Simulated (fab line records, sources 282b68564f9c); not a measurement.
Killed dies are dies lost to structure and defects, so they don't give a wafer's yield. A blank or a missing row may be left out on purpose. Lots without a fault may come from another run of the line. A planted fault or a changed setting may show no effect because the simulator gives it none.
Problem report in the 8D (eight disciplines) form, filled by code | flow rit_cmos | the parts of the form that need people (team, actions taken, sign-off) are left out

1. THE PROBLEM
killed_dies at RIT_M1_PROBE_99 reads a mean of 21.7 on 3 wafers of 1 lot; wafers without a fault read 6.4 with a standard deviation of 2.8. That is +5.5 standard deviations from the usual mean.
First seen on wafer L429.4, day 5 05:48, on prober-01. The record holds 39 wafers of 13 lots with a number at this step. Rule for "out", or "out of limits": more than 4 standard deviations from the usual mean. The other wafers with a number count as sound.

2. WHAT IT IS AND WHAT IT IS NOT
question                    | is                               | is not
which readings at this step | killed_dies, killed_at_front_end | killed_short
which lots                  | L429                             | L421, L422, L423, L424, L430, L435, L436, L438, L439, L440, L441, L443
which wafers of those lots  | all that have a number           | -
read on which tools         | prober-01                        | prober-02
when                        | from day 5 05:48                 | up to then (12 sound wafers); but 24 sound wafers of L430, L435, L436, L438, L439, L440, L441, L443 came after

3. SUSPECTS, AND WHAT RULES EACH OUT
Counting: a tool at a process step up to the reading stays a suspect if it ran every lot that is out and no sound lot after the first of them.
- wet_bench-01 at RIT_GATE_CLEAN_01 (cleans in SC1, time 600 s): kept. It ran the lot that is out, L429 (day 4 01:49), and no sound lot after that; its last sound lot up to then is L424 (day 3 01:29).
- prober-01 at RIT_M1_PROBE_99: ruled out as a lasting fault. Sound lots L436, L438, L440 ran on it after its first lot that is out, L429 (day 5 05:48).
Left after counting: wet_bench-01 at RIT_GATE_CLEAN_01.

4. THE CAUSE (what the simulator had put in)
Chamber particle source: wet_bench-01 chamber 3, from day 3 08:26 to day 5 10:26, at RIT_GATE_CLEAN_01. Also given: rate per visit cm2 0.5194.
Counting left only this tool.

5. THE CHAIN OF EFFECTS, in route order
Each row: a reading whose mean over the struck wafers that have a number lies more than 3 standard deviations from the usual. Only readings for which the record gives a usual standard deviation are gone through. hours: the time from each lot's start at the first step in this table that gives one to its start at this step, as a median over the lots. sigmas: the change in usual standard deviations.
hours | step            | reading             | usual | on struck wafers | change | sigmas
0     | RIT_M1_PROBE_99 | killed_at_front_end | 6.3   | 21.3             | +15.0  | +5.2
0     | RIT_M1_PROBE_99 | killed_dies         | 6.4   | 21.7             | +15.3  | +5.5
0     | RIT_M1_PROBE_99 | killed_on_rim       | 1.7   | 7.7              | +6.0   | +4.3
The process steps in it:
- RIT_M1_PROBE_99

6. WHAT WOULD HAVE CAUGHT IT SOONER
In this record the first reading out of limits was taken at day 5 05:48, 45 hours after the fault began at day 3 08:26.
All the lots that are out (1) had begun RIT_GATE_CLEAN_01 on wet_bench-01 by day 5 05:48. A hold on the tool at that time would have spared none of them.
